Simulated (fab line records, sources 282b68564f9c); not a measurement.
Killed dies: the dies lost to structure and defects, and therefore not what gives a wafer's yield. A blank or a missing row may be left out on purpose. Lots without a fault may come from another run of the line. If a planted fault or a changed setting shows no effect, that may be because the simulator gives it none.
Shared-tool check | flow rit-cmos | Lots sampled 14, wafers sampled 42

== THE REASON FOR OPENING IT ==
2 of 14 lots carry a flag on the reading PWELL_OVL at RIT_PWELL_OVL_MEAS_06. Wafers without a fault read -0.4 nm, standard deviation 1.4.
Rule: flag the lot when none of its wafers has a number, or when each of its wafers that has one lies beyond 4 standard deviations from that mean. The rest of the lots are taken to be sound.

lot  | measured    | on         | PWELL_OVL (nm), wafer by wafer | flag
L473 | day 1 23:31 | overlay-02 | -0.9 -3.4 -0.8                 |
L475 | day 2 08:52 | overlay-02 | 0.5 -1.7 -2.4                  |
L476 | day 2 15:35 | overlay-01 | 0.7 -0.8 1.1                   |
L479 | day 3 11:37 | overlay-01 | 0.6 1.4 0.7                    |
L483 | day 4 00:22 | overlay-02 | -1.6 -2.5 -0.4                 |
L484 | day 4 06:11 | overlay-02 | -2.3 -1.4 0.1                  |
L485 | day 4 11:58 | overlay-02 | -0.5 0.7 0.0                   |
L486 | day 4 17:31 | overlay-01 | -0.2 0.3 2.1                   |
L487 | day 4 21:04 | overlay-02 | -0.2 -1.1 1.1                  |
L491 | day 5 18:23 | overlay-01 | 240.9 238.3 239.6              | FLAGGED
L493 | day 6 01:57 | overlay-01 | 1.0 2.2 2.1                    |
L494 | day 6 07:37 | overlay-01 | 239.8 239.3 239.9              | FLAGGED
L495 | day 6 13:47 | overlay-02 | -0.2 -0.6 0.7                  |
L496 | day 6 16:46 | overlay-01 | 0.0 1.4 0.8                    |
The numbers of the flagged lots are 239.6 nm on average: +240.0 nm against the usual, or +99 or more standard deviations.

== EACH LOT AND THE TOOL IT RAN ON ==
Before the reading, the record contains 2 process steps out of a 202-step route. Cell contents, in order: the tool; ch with the chambers the sampled wafers went through; the start.
lot  | flag    | RIT_NWELL_SOFTBAKE_02            | RIT_PWELL_EXPOSE_03
L473 |         | litho-track-01 ch 0, day 1 21:13 | iline-stepper-02 ch 0, day 1 23:06
L475 |         | litho-track-02 ch 0, day 2 06:44 | iline-stepper-01 ch 0, day 2 08:26
L476 |         | litho-track-02 ch 0, day 2 13:11 | iline-stepper-01 ch 0, day 2 15:00
L479 |         | litho-track-04 ch 0, day 3 09:20 | iline-stepper-02 ch 0, day 3 11:13
L483 |         | litho-track-01 ch 0, day 3 22:08 | iline-stepper-01 ch 0, day 3 23:57
L484 |         | litho-track-02 ch 0, day 4 03:49 | iline-stepper-02 ch 0, day 4 05:46
L485 |         | litho-track-02 ch 0, day 4 09:43 | iline-stepper-01 ch 0, day 4 11:32
L486 |         | litho-track-02 ch 0, day 4 15:14 | iline-stepper-01 ch 0, day 4 17:02
L487 |         | litho-track-01 ch 0, day 4 18:43 | iline-stepper-01 ch 0, day 4 20:32
L491 | FLAGGED | litho-track-01 ch 0, day 5 16:16 | iline-stepper-02 ch 0, day 5 17:58
L493 |         | litho-track-02 ch 0, day 5 23:44 | iline-stepper-01 ch 0, day 6 01:26
L494 | FLAGGED | litho-track-04 ch 0, day 6 05:25 | iline-stepper-02 ch 0, day 6 07:14
L495 |         | litho-track-01 ch 0, day 6 11:24 | iline-stepper-01 ch 0, day 6 13:21
L496 |         | litho-track-04 ch 0, day 6 14:39 | iline-stepper-01 ch 0, day 6 16:20
What is done by these steps:
- RIT_NWELL_SOFTBAKE_02: time 62.78 s.
- RIT_PWELL_EXPOSE_03: exposes mask M3, target cd 43700 nm.
- RIT_PWELL_OVL_MEAS_06

== FLAGGED AGAINST TOTAL, ONE TOOL AT A TIME (gauges that did the reading follow at the end) ==
step                  | tool             | lots run | flagged | share of the flagged lots | sound lots run after its first flagged lot
RIT_NWELL_SOFTBAKE_02 | litho-track-01   | 5        | 1       | some                      | 1 (L495)
RIT_NWELL_SOFTBAKE_02 | litho-track-02   | 6        | 0       | none                      | -
RIT_NWELL_SOFTBAKE_02 | litho-track-04   | 3        | 1       | some                      | 1 (L496)
RIT_PWELL_EXPOSE_03   | iline-stepper-01 | 9        | 0       | none                      | -
RIT_PWELL_EXPOSE_03   | iline-stepper-02 | 5        | 2       | all                       | 0
RIT_PWELL_OVL_MEAS_06 | overlay-01       | 7        | 2       | all                       | 2 (L493,L496)
RIT_PWELL_OVL_MEAS_06 | overlay-02       | 7        | 0       | none                      | -

== WHAT THE TABLE ALLOWS ==
2 rows of the table ran every flagged lot: iline-stepper-02 at RIT_PWELL_EXPOSE_03, overlay-01 at RIT_PWELL_OVL_MEAS_06.
- iline-stepper-02 at RIT_PWELL_EXPOSE_03 ran 5 lots, 2 of them flagged. A fault beginning between L484 (day 4 05:46), its last sound lot, and L491 (day 5 17:58), its first flagged one, fits the data.
- overlay-01 at RIT_PWELL_OVL_MEAS_06 ran 7 lots, 2 of them flagged. Sound lots ran on it after the first flagged one (L493, L496), which a lasting fault on the whole tool wouldn't allow.
Left over: one tool, iline-stepper-02 at RIT_PWELL_EXPOSE_03.

== WHAT THE SIMULATOR PUT IN ==
Scanner matching overlay: iline-stepper-02, from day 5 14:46 on, at RIT_PWELL_EXPOSE_03. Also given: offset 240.
Lots struck among those shown: L491, L494. The rule above reached the same finding.
